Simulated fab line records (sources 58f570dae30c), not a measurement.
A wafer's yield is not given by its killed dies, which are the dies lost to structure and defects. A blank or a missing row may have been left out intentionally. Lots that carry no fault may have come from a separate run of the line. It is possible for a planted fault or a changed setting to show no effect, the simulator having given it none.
Which tool was responsible? / flow berkeley_cmos170 / 42 wafers from 14 lots sampled at 4 of the route's 331 steps

WHAT THE GAUGES READ, wafer by wafer
UCB170_PLDD_OVL_MEAS_07.
lot=L206; measured=day 6 14:05; on=overlay-01; PLDD_OVL (nm)=10 10 6
lot=L208; measured=day 7 00:55; on=overlay-02; PLDD_OVL (nm)=-4 -4 -4
lot=L210; measured=day 7 06:42; on=overlay-02; PLDD_OVL (nm)=13 0 -1
lot=L209; measured=day 7 06:58; on=overlay-02; PLDD_OVL (nm)=1 -1 -3
lot=L211; measured=day 7 10:59; on=overlay-01; PLDD_OVL (nm)=-11 1 -2
lot=L213; measured=day 7 11:30; on=overlay-02; PLDD_OVL (nm)=0 -4 6
lot=L212; measured=day 7 11:32; on=overlay-01; PLDD_OVL (nm)=-9 -2 -3
lot=L215; measured=day 8 08:49; on=overlay-02; PLDD_OVL (nm)=-5 -7 3
lot=L216; measured=day 8 09:06; on=overlay-01; PLDD_OVL (nm)=2 -2 -3
lot=L214; measured=day 8 09:21; on=overlay-02; PLDD_OVL (nm)=-1 8 4
lot=L217; measured=day 8 15:53; on=overlay-01; PLDD_OVL (nm)=9 12 9
lot=L222; measured=day 9 11:13; on=overlay-02; PLDD_OVL (nm)=4 -1 -3
lot=L226; measured=day 10 04:20; on=overlay-01; PLDD_OVL (nm)=3 1 11
lot=L227; measured=day 10 12:52; on=overlay-01; PLDD_OVL (nm)=-2 3 -3

UCB170_V2_CD_MEAS_90: target cd 700 nm.
lot=L206; measured=day 7 23:55; on=cd_sem-01; cd_nm (nm)=697.0 697.8 697.4
lot=L208; measured=day 8 10:37; on=cd_sem-02; cd_nm (nm)=700.9 701.3 701.5
lot=L210; measured=day 8 20:39; on=cd_sem-02; cd_nm (nm)=701.1 701.6 700.8
lot=L209; measured=day 8 21:12; on=cd_sem-02; cd_nm (nm)=696.6 697.4 696.6
lot=L211; measured=day 8 21:41; on=cd_sem-01; cd_nm (nm)=698.1 699.4 699.9
lot=L213; measured=day 8 20:57; on=cd_sem-02; cd_nm (nm)=700.4 702.0 701.0
lot=L212; measured=day 8 21:26; on=cd_sem-02; cd_nm (nm)=699.5 699.2 699.5
lot=L215; measured=day 9 18:41; on=cd_sem-01; cd_nm (nm)=699.3 699.8 699.7
lot=L216; measured=day 9 19:13; on=cd_sem-01; cd_nm (nm)=698.9 700.0 699.5
lot=L214; measured=day 9 18:56; on=cd_sem-01; cd_nm (nm)=699.7 699.4 700.3
lot=L217; measured=day 10 01:50; on=cd_sem-01; cd_nm (nm)=698.3 700.4 699.1
lot=L222; measured=day 10 20:02; on=cd_sem-01; cd_nm (nm)=698.8 699.8 699.6
lot=L226; measured=day 12 00:33; on=cd_sem-01; cd_nm (nm)=699.9 701.1 700.7
lot=L227; measured=day 12 01:01; on=cd_sem-02; cd_nm (nm)=701.3 699.5 699.0

WHICH TOOL RAN EACH LOT (tool, then ch and the chambers of the sampled wafers, then the start)
lot=L206; UCB170_M1_COAT_04=litho_track-04 ch 0, day 7 10:00; UCB170_M2_ETCH_17=rie_diel-02 ch 0,2,3, day 7 21:01
lot=L208; UCB170_M1_COAT_04=litho_track-01 ch 0, day 7 22:00; UCB170_M2_ETCH_17=rie_diel-04 ch 2,3, day 8 07:28
lot=L210; UCB170_M1_COAT_04=litho_track-03 ch 0, day 8 01:00; UCB170_M2_ETCH_17=rie_diel-04 ch 1,3, day 8 17:16
lot=L209; UCB170_M1_COAT_04=litho_track-04 ch 0, day 8 02:00; UCB170_M2_ETCH_17=rie_diel-01 ch 1,2,3, day 8 18:16
lot=L211; UCB170_M1_COAT_04=litho_track-01 ch 0, day 8 05:00; UCB170_M2_ETCH_17=rie_diel-01 ch 0,1,3, day 8 18:49
lot=L213; UCB170_M1_COAT_04=litho_track-01 ch 0, day 8 05:00; UCB170_M2_ETCH_17=rie_diel-02 ch 1,3, day 8 17:59
lot=L212; UCB170_M1_COAT_04=litho_track-01 ch 0, day 8 07:00; UCB170_M2_ETCH_17=rie_diel-04 ch 0,1,2, day 8 18:34
lot=L215; UCB170_M1_COAT_04=litho_track-01 ch 0, day 9 05:00; UCB170_M2_ETCH_17=rie_diel-02 ch 0,1, day 9 15:30
lot=L216; UCB170_M1_COAT_04=litho_track-01 ch 0, day 9 06:00; UCB170_M2_ETCH_17=rie_diel-04 ch 0,3, day 9 15:44
lot=L214; UCB170_M1_COAT_04=litho_track-03 ch 0, day 9 06:00; UCB170_M2_ETCH_17=rie_diel-01 ch 0,1,3, day 9 15:52
lot=L217; UCB170_M1_COAT_04=litho_track-03 ch 0, day 9 09:00; UCB170_M2_ETCH_17=rie_diel-02 ch 0,2,3, day 9 21:44
lot=L222; UCB170_M1_COAT_04=litho_track-03 ch 0, day 10 07:00; UCB170_M2_ETCH_17=rie_diel-01 ch 0,1,2, day 10 17:02
lot=L226; UCB170_M1_COAT_04=litho_track-04 ch 0, day 11 02:00; UCB170_M2_ETCH_17=rie_diel-01 ch 1,3, day 11 21:22
lot=L227; UCB170_M1_COAT_04=litho_track-04 ch 0, day 11 09:00; UCB170_M2_ETCH_17=rie_diel-04 ch 0,1,3, day 11 22:05
- UCB170_M1_COAT_04: resist thk 900 nm.
- UCB170_M2_ETCH_17: etches BARC in N2/H2.

AS READ BY THE TOOLS THEMSELVES (means over the sampled wafers that have a number; for cases with no such wafer, the mark the record gives instead)
UCB170_M1_COAT_04.
lot=L206; tool=litho_track-04; dispense_pressure_kPa (kPa)=56.4; exhaust_pa (Pa)=44.3; spin_speed_rpm (rpm)=1500.2
lot=L208; tool=litho_track-01; dispense_pressure_kPa (kPa)=51.2; exhaust_pa (Pa)=44.6; spin_speed_rpm (rpm)=1500.9
lot=L210; tool=litho_track-03; dispense_pressure_kPa (kPa)=50.2; exhaust_pa (Pa)=45.7; spin_speed_rpm (rpm)=1499.6
lot=L209; tool=litho_track-04; dispense_pressure_kPa (kPa)=56.4; exhaust_pa (Pa)=44.4; spin_speed_rpm (rpm)=1499.9
lot=L211; tool=litho_track-01; dispense_pressure_kPa (kPa)=51.2; exhaust_pa (Pa)=45.4; spin_speed_rpm (rpm)=1499.8
lot=L213; tool=litho_track-01; dispense_pressure_kPa (kPa)=51.2; exhaust_pa (Pa)=45.6; spin_speed_rpm (rpm)=1500.1
lot=L212; tool=litho_track-01; dispense_pressure_kPa (kPa)=51.2; exhaust_pa (Pa)=45.6; spin_speed_rpm (rpm)=1499.9
lot=L215; tool=litho_track-01; dispense_pressure_kPa (kPa)=51.2; exhaust_pa (Pa)=46.4; spin_speed_rpm (rpm)=1285.3
lot=L216; tool=litho_track-01; dispense_pressure_kPa (kPa)=51.2; exhaust_pa (Pa)=44.3; spin_speed_rpm (rpm)=1284.9
lot=L214; tool=litho_track-03; dispense_pressure_kPa (kPa)=50.3; exhaust_pa (Pa)=45.0; spin_speed_rpm (rpm)=1499.5
lot=L217; tool=litho_track-03; dispense_pressure_kPa (kPa)=50.2; exhaust_pa (Pa)=44.6; spin_speed_rpm (rpm)=1500.9
lot=L222; tool=litho_track-03; dispense_pressure_kPa (kPa)=50.2; exhaust_pa (Pa)=44.8; spin_speed_rpm (rpm)=1501.2
lot=L226; tool=litho_track-04; dispense_pressure_kPa (kPa)=56.3; exhaust_pa (Pa)=44.7; spin_speed_rpm (rpm)=1500.0
lot=L227; tool=litho_track-04; dispense_pressure_kPa (kPa)=56.3; exhaust_pa (Pa)=45.3; spin_speed_rpm (rpm)=1499.3

UCB170_M2_ETCH_17.
lot=L206; tool=rie_diel-02; drypump_motor_current_A (A)=5.9; oes_product_au (a.u.)=1.002; throttle_valve_pct (%)=13.33
lot=L208; tool=rie_diel-04; drypump_motor_current_A (A)=5.5; oes_product_au (a.u.)=1.029; throttle_valve_pct (%)=13.43
lot=L210; tool=rie_diel-04; drypump_motor_current_A (A)=5.8; oes_product_au (a.u.)=1.015; throttle_valve_pct (%)=13.22
lot=L209; tool=rie_diel-01; drypump_motor_current_A (A)=5.9; oes_product_au (a.u.)=1.001; throttle_valve_pct (%)=13.12
lot=L211; tool=rie_diel-01; drypump_motor_current_A (A)=5.6; oes_product_au (a.u.)=1.003; throttle_valve_pct (%)=13.12
lot=L213; tool=rie_diel-02; drypump_motor_current_A (A)=5.7; oes_product_au (a.u.)=0.986; throttle_valve_pct (%)=13.27
lot=L212; tool=rie_diel-04; drypump_motor_current_A (A)=6.1; oes_product_au (a.u.)=0.991; throttle_valve_pct (%)=13.16
lot=L215; tool=rie_diel-02; drypump_motor_current_A (A)=5.4; oes_product_au (a.u.)=1.006; throttle_valve_pct (%)=13.30
lot=L216; tool=rie_diel-04; drypump_motor_current_A (A)=5.8; oes_product_au (a.u.)=1.001; throttle_valve_pct (%)=13.24
lot=L214; tool=rie_diel-01; drypump_motor_current_A (A)=5.6; oes_product_au (a.u.)=1.003; throttle_valve_pct (%)=13.13
lot=L217; tool=rie_diel-02; drypump_motor_current_A (A)=5.8; oes_product_au (a.u.)=1.002; throttle_valve_pct (%)=13.34
lot=L222; tool=rie_diel-01; drypump_motor_current_A (A)=5.8; oes_product_au (a.u.)=0.999; throttle_valve_pct (%)=13.23
lot=L226; tool=rie_diel-01; drypump_motor_current_A (A)=5.9; oes_product_au (a.u.)=0.987; throttle_valve_pct (%)=12.96
lot=L227; tool=rie_diel-04; drypump_motor_current_A (A)=6.0; oes_product_au (a.u.)=0.994; throttle_valve_pct (%)=13.11

THE ANSWER, worked out from the rows above alone
Rule: what is usual is taken from the lots themselves. Put in order of their means at a reading, lots are off if they are a third of the lots or fewer, leave a main group of 4 or more, and stand apart from it by a gap of 3 or more times the standard deviation of the main group's means; of several such gaps the widest counts. A main group is skipped when, at the precision printed for the reading in the tables above, its means are all equal. A lot without any number at a reading at which 4 lots or more have one is off too. Where the step has rows for the other lots, those lots are counted as sound. The gauges are gone through in route order, then the tools' own readings, and for those a lot's mean is taken as printed above. The first step at which some lot is off is used, and at that step the reading that is off furthest; a lot without a number counts as furthest.
Off, at UCB170_M1_COAT_04 on spin_speed_rpm: L215, L216. For the main group the mean is 1500.1 rpm and the standard deviation 0.57.
If a tool, at that step or one of the process steps before it, ran each lot that is off and ran no sound lot following the first of them, it fits. One candidate fits, namely litho_track-01 at UCB170_M1_COAT_04. Its last sound lot is L212 (day 8 07:00), its first lot that is off L215 (day 9 05:00): a fault that began between those two fits.
On the lots that are off, the tool's own readings at UCB170_M1_COAT_04 differ by more than 5 times the standard deviation of the sound lots' means, which bears it out; spin_speed_rpm reads 1285.1 rpm there versus 1500.1 rpm on the sound lots.

WHAT HAD BEEN PUT IN BY THE SIMULATOR
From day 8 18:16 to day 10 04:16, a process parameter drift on litho_track-01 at UCB170_M1_COAT_04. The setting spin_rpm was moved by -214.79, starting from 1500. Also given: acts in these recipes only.
Shown lots that were struck: L215, L216. The rule given above showed the same thing.
